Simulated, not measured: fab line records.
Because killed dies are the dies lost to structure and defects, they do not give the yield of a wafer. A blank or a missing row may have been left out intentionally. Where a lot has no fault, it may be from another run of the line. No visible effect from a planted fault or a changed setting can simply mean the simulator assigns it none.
fab line records | flow berkeleyCmos170
record: lots: 14 | wafers: 42 | lastDay: 13
route steps=331 shown V1@268 M2@273 V2@295
lots that met no fault: from a run of the same line without faults
startH: start of the lot's first displayed wafer, in hours after the record's first day | waitH: time in hours since the lot's previous step | " identical to the entry in the row above | L1.1+2: a single row standing in for several wafers | - no value present, or no start provided | * or withheld: withheld | < > ~ a bound
route shown NAME@n: NAME is a module with steps in the file, n the number in the route of the first one | usual: mean/standard deviation taken from wafers without a fault | same: alike in all rows | chamber/n: place in a boat | sites: each site's reading | _std_site: how widely they spread, as a standard deviation | _edge_site: mean of outer sites minus mean of inner sites | radiusMm: for every site, how far away it sits from the centre of the wafer | mask NAME#n: copy n | behind: the tool/chamber that last shaped the wafer | hold: what put the lot on hold/how long, in hours/how the hold closed | device: the transistor (n, p or np) that didn't switch | end of line: tests of these same wafers at the route's end | a step with no rows: only its recipe | killed: at the first sort, the dies lost to defects and structure; wafer yield is something else | map: dies across one wafer; x = killed, . = not, _ = none there
set.NAME: the setting as run; set.NAME@STEP: as run at that earlier step | model.NAME: the simulator's own value behind a step, which no gauge read
one table for each step of the route and one row for each wafer, over a sample of lots
services: the hour from which a tool's chamber was out of use, counted from the record's first day as startH (under 0 if before that day), plus the number of hours and why
== steps ==
step: UCB170_V1_ETCH_14
recipe: chemistry: CHF3/CF4/Ar | target: SiO2 | stopOn: Al | CHF3_flow_sccm: 45 | cf4FlowSccm: 15 | Ar_flow_sccm: 150 | pressureMtorr: 200 | rfW: 700 | targetDepthA: 12500 | overEtchFrac: 0.25 | timeS: 291
usual: drypumpMotorCurrentA: 5.7/0.34 | oesProductAu: 0.871/0.0074 | throttleValvePct: 6.98/0.11
lot.wafer | tool       | chamber | startH | waitH | drypumpMotorCurrentA | oesProductAu | rfHoursCounterH | throttleValvePct
L386.1    | rieDiel-03 | 3       | 153.18 | 0.0   | 5.4                  | 0.873        | 13              | 6.84
L386.2    | "          | 1       | "      | "     | 5.6                  | 0.858        | 71              | 7.08
L386.6    | "          | 1       | "      | "     | 5.6                  | 0.872        | -               | 7.05
L388.1    | rieDiel-01 | 0       | 162.40 | 0.0   | 5.8                  | 0.869        | 117             | 7.01
L388.3    | "          | 1       | "      | "     | 5.4                  | 0.869        | 9               | 6.76
L388.5    | "          | 0       | "      | "     | 5.7                  | 0.872        | -               | 7.01
L390.3    | rieDiel-01 | 2       | 170.67 | 0.0   | 6.0                  | 0.866        | 73              | 6.87
L390.4    | "          | 0       | "      | "     | 5.7                  | 0.874        | 118             | 7.02
L390.6    | "          | 0       | "      | "     | 5.8                  | 0.871        | -               | 7.04
L389.1    | rieDiel-04 | 2       | 176.52 | 0.0   | 6.0                  | 0.868        | 137             | 7.19
L389.2    | "          | 3       | "      | "     | 6.3                  | 0.887        | 51              | 7.11
L389.5    | "          | 2       | "      | "     | 6.0                  | 0.865        | -               | 7.17
L392.2    | rieDiel-04 | 1       | 195.29 | 0.0   | 5.7                  | 0.873        | 17              | 7.09
L392.5    | "          | 3       | "      | "     | 6.4                  | 0.891        | -               | 7.11
L392.6    | "          | 2       | "      | "     | 6.0                  | 0.857        | -               | 7.17
L394.1    | rieDiel-03 | 2       | 195.29 | 0.0   | 5.8                  | 0.870        | 86              | 6.95
L394.3    | "          | 1       | "      | "     | 5.6                  | 0.864        | 73              | 7.06
L394.5    | "          | 3       | "      | "     | 5.4                  | 0.868        | -               | 6.83
L396.4    | rieDiel-03 | 1       | 200.98 | 0.0   | 5.6                  | 0.874        | 74              | 7.06
L396.5    | "          | 2       | "      | "     | 5.8                  | 0.869        | -               | 6.97
L396.6    | "          | 1       | "      | "     | 5.6                  | 0.875        | -               | 7.07
L399.2    | rieDiel-01 | 1       | 224.81 | 0.0   | 5.5                  | 0.859        | 12              | 6.76
L399.4    | "          | 1       | "      | "     | 5.4                  | 0.861        | -               | 6.76
L399.6    | "          | 3       | "      | "     | 5.1                  | 0.870        | -               | 6.93
L402.1    | rieDiel-03 | 3       | 237.96 | 0.0   | 5.4                  | 0.868        | 16              | 6.86
L402.4    | "          | 3       | "      | "     | 5.4                  | 0.865        | -               | 6.82
L402.5    | "          | 2       | "      | "     | 5.8                  | 0.866        | -               | 6.96
L403.2    | rieDiel-04 | 1       | 249.20 | 0.0   | 5.7                  | 0.868        | 20              | 7.08
L403.3    | "          | 0       | "      | "     | 5.9                  | 0.871        | 48              | 7.09
L403.5    | "          | 0       | "      | "     | 5.9                  | 0.862        | -               | 7.11
L405.2    | rieDiel-03 | 3       | 255.70 | 0.0   | 5.4                  | 0.861        | 17              | 6.83
L405.4    | "          | 0       | "      | "     | 6.2                  | 0.875        | -               | 6.93
L405.6    | "          | 3       | "      | "     | 5.4                  | 0.874        | -               | 6.84
L406.2    | rieDiel-03 | 2       | 268.00 | 0.0   | 5.8                  | 0.861        | 89              | 6.95
L406.3    | "          | 0       | "      | "     | 6.2                  | 0.882        | 4               | 6.93
L406.5    | "          | 3       | "      | "     | 5.4                  | 0.878        | -               | 6.83
L407.1    | rieDiel-01 | 2       | 268.11 | 0.0   | 6.0                  | 0.876        | 76              | 6.89
L407.5    | "          | 3       | "      | "     | 5.1                  | 0.871        | -               | 6.94
L407.6    | "          | 0       | "      | "     | 5.8                  | 0.871        | -               | 7.01
L409.3    | rieDiel-04 | 2       | 291.96 | 0.0   | 6.0                  | 0.868        | 2               | 7.18
L409.4    | "          | 3       | "      | "     | 6.4                  | 0.886        | 56              | 7.11
L409.5    | "          | 0       | "      | "     | 6.0                  | 0.875        | -               | 7.09
step: UCB170_M2_RS_MEAS_02
recipe: thkMeasGauge: four-point-probe | reads: Al_of_M2_SPUTTER_01
usual: M2_AL_RS: 0.03206/0.0003
lot.wafer | tool         | chamber | startH | waitH | M2_AL_RS[ohm/sq]
L386.1    | filmMetro-04 | -       | 153.73 | 0.0   | 0.03211
L386.2    | "            | -       | "      | "     | 0.03202
L386.6    | "            | -       | "      | "     | 0.03195
L388.1    | filmMetro-04 | -       | 163.00 | 0.0   | 0.03197
L388.3    | "            | -       | "      | "     | 0.03209
L388.5    | "            | -       | "      | "     | 0.03209
L390.3    | filmMetro-04 | -       | 171.25 | 0.1   | 0.03244
L390.4    | "            | -       | "      | "     | 0.03229
L390.6    | "            | -       | "      | "     | 0.032
L389.1    | filmMetro-02 | -       | 177.06 | 0.0   | 0.03224
L389.2    | "            | -       | "      | "     | 0.0322
L389.5    | "            | -       | "      | "     | 0.03195
L394.1    | filmMetro-04 | -       | 195.84 | 0.0   | 0.03213
L394.3    | "            | -       | "      | "     | 0.03223
L394.5    | "            | -       | "      | "     | 0.0321
L392.2    | filmMetro-02 | -       | 195.86 | 0.1   | 0.03209
L392.5    | "            | -       | "      | "     | 0.03162
L392.6    | "            | -       | "      | "     | 0.03205
L396.4    | filmMetro-01 | -       | 201.58 | 0.1   | 0.03255
L396.5    | "            | -       | "      | "     | 0.03257
L396.6    | "            | -       | "      | "     | 0.0324
L399.2    | filmMetro-01 | -       | 225.38 | 0.1   | 0.03253
L399.4    | "            | -       | "      | "     | 0.03234
L399.6    | "            | -       | "      | "     | 0.03219
L402.1    | filmMetro-01 | -       | 238.51 | 0.0   | 0.03195
L402.4    | "            | -       | "      | "     | 0.032
L402.5    | "            | -       | "      | "     | 0.03202
L403.2    | filmMetro-04 | -       | 249.77 | 0.1   | 0.03226
L403.3    | "            | -       | "      | "     | 0.03227
L403.5    | "            | -       | "      | "     | 0.03219
L405.2    | filmMetro-01 | -       | 256.27 | 0.1   | 0.03176
L405.4    | "            | -       | "      | "     | 0.03162
L405.6    | "            | -       | "      | "     | 0.03206
L406.2    | filmMetro-04 | -       | 268.57 | 0.1   | 0.03176
L406.3    | "            | -       | "      | "     | 0.032
L406.5    | "            | -       | "      | "     | 0.0318
L407.1    | filmMetro-01 | -       | 268.66 | 0.0   | 0.03167
L407.5    | "            | -       | "      | "     | 0.03183
L407.6    | "            | -       | "      | "     | 0.03141
L409.3    | filmMetro-02 | -       | 292.55 | 0.1   | 0.03247
L409.4    | "            | -       | "      | "     | 0.03226
L409.5    | "            | -       | "      | "     | 0.03253
step: UCB170_M2_DEVELOP_14
recipe: developer: TMAH | developTimeS: 45 | resist: KrF | devTempC: 21
usual: chillPlateTempC: 23.00/0.11 | developTimeS: 45/0
lot.wafer | tool          | chamber | startH | waitH | chillPlateTempC | developTimeS
L386.1    | lithoTrack-02 | 0       | 155    | -     | 23.10           | 45
L386.2    | "             | 0       | "      | "     | 23.14           | 45
L386.6    | "             | 0       | "      | "     | 22.93           | 45
L388.1    | lithoTrack-02 | 0       | 164    | -     | 23.01           | 45
L388.3    | "             | 0       | 165    | -     | 22.94           | 45
L388.5    | "             | 0       | "      | "     | 23.21           | 45
L390.3    | lithoTrack-03 | 0       | 172    | -     | 22.76           | 45
L390.4    | "             | 0       | "      | "     | 22.91           | 45
L390.6    | "             | 0       | "      | "     | 22.85           | 45
L389.1    | lithoTrack-04 | -       | 180    | -     | -               | -
L389.2    | "             | -       | "      | "     | -               | -
L389.5    | "             | -       | "      | "     | -               | -
L392.2    | lithoTrack-02 | -       | 197    | -     | -               | -
L392.5    | "             | -       | 198    | -     | -               | -
L392.6    | "             | -       | "      | "     | -               | -
L394.1    | lithoTrack-02 | 0       | 198    | -     | 22.97           | 45
L394.3    | "             | 0       | "      | "     | 22.93           | 45
L394.5    | "             | 0       | "      | "     | 22.90           | 45
L396.4    | lithoTrack-03 | 0       | 203    | -     | 23.00           | 45
L396.5    | "             | 0       | "      | "     | 22.98           | 45
L396.6    | "             | 0       | "      | "     | 23.15           | 45
L399.2    | lithoTrack-03 | 0       | 228    | -     | 23.07           | 45
L399.4    | "             | 0       | "      | "     | 22.91           | 45
L399.6    | "             | 0       | "      | "     | 23.16           | 45
L402.1    | lithoTrack-04 | 0       | 240    | -     | 23.25           | 45
L402.4    | "             | 0       | "      | "     | 23.12           | 45
L402.5    | "             | 0       | "      | "     | 23.06           | 45
L403.2    | lithoTrack-03 | 0       | 254    | -     | 22.82           | 45
L403.3    | "             | 0       | "      | "     | 22.83           | 45
L403.5    | "             | 0       | "      | "     | 22.98           | 45
L405.2    | lithoTrack-02 | 0       | 257    | -     | 23.04           | 45
L405.4    | "             | 0       | "      | "     | 23.13           | 45
L405.6    | "             | 0       | "      | "     | 23.11           | 45
L406.2    | lithoTrack-02 | 0       | 273    | -     | 23.15           | 45
L406.3    | "             | 0       | "      | "     | 23.10           | 45
L406.5    | "             | 0       | "      | "     | 23.15           | 45
L407.1    | lithoTrack-03 | 0       | 273    | -     | 22.86           | 45
L407.5    | "             | 0       | "      | "     | 23.14           | 45
L407.6    | "             | 0       | "      | "     | 23.03           | 45
L409.3    | lithoTrack-02 | 0       | 294    | -     | 22.88           | 45
L409.4    | "             | 0       | "      | "     | 22.88           | 45
L409.5    | "             | 0       | "      | "     | 22.91           | 45
step: UCB170_V2_BOW_MEAS_03
recipe: mode: bow
usual: V2_BOW: 36/6.9
lot.wafer | tool         | chamber | startH | waitH | V2_BOW[um]
L386.1    | filmMetro-02 | -       | 157.03 | 0.1   | 37
L386.2    | "            | -       | "      | "     | 33
L386.6    | "            | -       | "      | "     | 36
L388.1    | filmMetro-03 | -       | 166.40 | 0.2   | 33
L388.3    | "            | -       | "      | "     | 45
L388.5    | "            | -       | "      | "     | 25
L390.3    | filmMetro-03 | -       | 174.24 | 0.1   | 37
L390.4    | "            | -       | "      | "     | 26
L390.6    | "            | -       | "      | "     | 20
L394.1    | filmMetro-02 | -       | 199.87 | 0.1   | 49
L394.3    | "            | -       | "      | "     | 43
L394.5    | "            | -       | "      | "     | 40
L396.4    | filmMetro-04 | -       | 204.98 | 0.2   | 26
L396.5    | "            | -       | "      | "     | 41
L396.6    | "            | -       | "      | "     | 28
L399.2    | filmMetro-03 | -       | 229.28 | 0.2   | 35
L399.4    | "            | -       | "      | "     | 29
L399.6    | "            | -       | "      | "     | 48
L402.1    | filmMetro-03 | -       | 241.46 | 0.2   | 43
L402.4    | "            | -       | "      | "     | 36
L402.5    | "            | -       | "      | "     | 27
L403.2    | filmMetro-03 | -       | 255.67 | 0.1   | 44
L403.3    | "            | -       | "      | "     | 52
L403.5    | "            | -       | "      | "     | 43
L405.2    | filmMetro-04 | -       | 259.32 | 0.3   | 37
L405.4    | "            | -       | "      | "     | 38
L405.6    | "            | -       | "      | "     | 30
L406.2    | filmMetro-02 | -       | 274.76 | 0.2   | 32
L406.3    | "            | -       | "      | "     | 21
L406.5    | "            | -       | "      | "     | 41
L407.1    | filmMetro-03 | -       | 274.98 | 0.1   | 44
L407.5    | "            | -       | "      | "     | 38
L407.6    | "            | -       | "      | "     | 43
L409.3    | filmMetro-02 | -       | 295.79 | 0.3   | 45
L409.4    | "            | -       | "      | "     | 44
L409.5    | "            | -       | "      | "     | 42
== services ==
tool       | chamber | startH | hours | kind
rieDiel-03 | 0       | 147.03 | -     | clean
rieDiel-03 | 0       | 147.03 | 20.4  | scheduledDown
rieDiel-03 | 0       | 147.03 | 20.4  | ventCycle
rieDiel-03 | 3       | 154.94 | 2.8   | repair
rieDiel-04 | 2       | 162.04 | 7.4   | repair
rieDiel-04 | -       | 198.78 | 0.8   | repair
rieDiel-01 | -       | 204.77 | 0.5   | repair
rieDiel-01 | 2       | 206.85 | 33.7  | repair
rieDiel-03 | 1       | 212.57 | 9.3   | repair
rieDiel-01 | 1       | 218.98 | 5.3   | repair
rieDiel-04 | 2       | 232.66 | -     | clean
rieDiel-04 | 2       | 232.66 | 13.5  | scheduledDown
rieDiel-04 | 2       | 232.66 | 13.5  | ventCycle
rieDiel-03 | 1       | 234.97 | 16.4  | repair
rieDiel-03 | 2       | 242.32 | 17.6  | repair
rieDiel-03 | -       | 247.00 | 2.8   | pm
rieDiel-04 | -       | 252.04 | 1.2   | repair
rieDiel-03 | 0       | 258.47 | 8.9   | repair
rieDiel-03 | 1       | 286.84 | 2.4   | repair
rieDiel-03 | -       | 291.61 | 4.0   | pm
== key ==
firstSign: step: UCB170_M2_DEVELOP_14 | reading: toolRecord | direction: missing
effect none on later readings
metAt UCB170_M2_DEVELOP_14
struckLots L389,L392
laterRowsLeftOut L389.1,L389.2,L389.5,L392.2,L392.5,L392.6
sortLeftOut L389.1,L389.2,L389.5,L392.2,L392.5,L392.6
notActingAt UCB170_V1_ETCH_14,UCB170_M2_RS_MEAS_02,UCB170_V2_BOW_MEAS_03
onsetBetween 164 180
fault: kind: skippedStepWhole | tool: lithoTrack-02,lithoTrack-04 | chamber: - | onsetH: 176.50 | steps: UCB170_M2_DEVELOP_14 | scope: struckLotsOnly
sortLeftOut: the simulated sort isn't trusted on such a fault, so these wafers' sort isn't shown, and their yield isn't known
laterRowsLeftOut: the simulator's readings of these wafers behind a module that went badly wrong aren't trusted and aren't shown, but for the sort
